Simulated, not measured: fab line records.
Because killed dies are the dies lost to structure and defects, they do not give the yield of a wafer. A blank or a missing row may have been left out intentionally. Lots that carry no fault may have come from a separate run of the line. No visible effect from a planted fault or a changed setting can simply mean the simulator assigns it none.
Which tool did it? ; flow berkeley-cmos170 ; 14 lots, 42 wafers sampled, at 2 steps of a route of 331

== WHAT THE GAUGES READ, wafer by wafer ==
UCB170_NLDD_CD_MEAS_06: the cd target is 1200 nm. Usual: cd-nm 1199.9 nm, standard deviation 1.6.
lot;measured;on;cd-nm (nm);flag
L939;day 6 11:44;cd-sem-01;1202.4 1202.9 1202.6;
L938;day 6 12:10;cd-sem-02;1201.9 1200.9 1200.6;
L941;day 6 19:53;cd-sem-01;1201.5 1200.7 1201.0;
L943;day 7 09:36;cd-sem-02;1198.7 1200.5 1199.9;
L945;day 8 11:26;cd-sem-02;1198.4 1197.8 1197.9;
L947;day 8 16:20;cd-sem-01;1199.9 1199.5 1199.9;
L951;day 9 09:47;cd-sem-01;1198.7 1199.4 1198.2;
L954;day 9 18:36;cd-sem-01;1200.1 1198.8 1200.6;
L955;day 10 01:40;cd-sem-01;1198.7 1199.4 1198.7;
L956;day 10 08:33;cd-sem-02;1199.5 1198.5 1200.5;
L957;day 10 22:00;cd-sem-02;1199.4 1199.0 1198.7;
L958;day 10 22:20;cd-sem-01;1201.5 1200.1 1200.7;
L960;day 11 02:19;cd-sem-01;1200.4 1200.6 1200.4;
L961;day 11 16:07;cd-sem-01;1199.7 1199.3 1200.6;

UCB170_M1_CD_MEAS_90: the cd target is 700 nm. Usual: cd-nm 699.8 nm, standard deviation 2.2.
lot;measured;on;cd-nm (nm);flag
L939;day 7 07:38;cd-sem-02;701.1 704.8 701.8;
L938;day 7 07:53;cd-sem-02;696.2 699.9 695.6;
L941;day 7 16:00;cd-sem-02;699.0 700.3 701.3;
L943;day 8 10:46;cd-sem-01;701.9 701.5 702.5;
L945;day 9 07:13;cd-sem-01;701.6 702.2 700.6;
L947;day 9 12:27;cd-sem-02;698.1 701.8 700.9;
L951;day 10 04:37;cd-sem-02;697.5 697.1 701.5;
L954;day 10 14:49;cd-sem-01;698.2 699.7 696.0;
L955;day 10 21:31;cd-sem-01;695.9 697.7 698.8;
L956;day 11 07:46;cd-sem-02;696.5 703.2 699.7;
L957;day 11 16:01;cd-sem-02;700.6 699.3 697.6;
L958;day 11 17:34;cd-sem-01;698.0 696.6 699.6;
L960;day 11 20:34;cd-sem-02;699.5 699.2 696.1;
L961;day 12 12:31;cd-sem-02;703.9 702.6 699.7;

== EACH LOT AND THE TOOL THAT RAN IT (in order: tool; ch and the chambers of the sampled wafers; start) ==
No process step before these readings appears in the record.

== AS READ BY THE TOOLS THEMSELVES (means over the sampled wafers that have a number; for cases with no such wafer, the mark the record gives instead) ==
The record holds no such reading with a usual standard deviation.

== THE ANSWER, worked out from the rows above alone ==
Rule: a lot counts as off when the mean over its wafers that have a number is more than 3 standard deviations away from the usual mean. Also off: a lot with no number at a reading for which 4 or more lots have one. All remaining lots with rows at the step are treated as sound. Order of review: gauges by route order, followed by the tools' own readings, for which a lot's mean as printed above is used. At the first step where some lot is off, the reading lying furthest off is the one used; lots without a number count as furthest.
None of the lots is off at any reading shown; this tells nothing.

== WHAT THE SIMULATOR HAD INSERTED ==
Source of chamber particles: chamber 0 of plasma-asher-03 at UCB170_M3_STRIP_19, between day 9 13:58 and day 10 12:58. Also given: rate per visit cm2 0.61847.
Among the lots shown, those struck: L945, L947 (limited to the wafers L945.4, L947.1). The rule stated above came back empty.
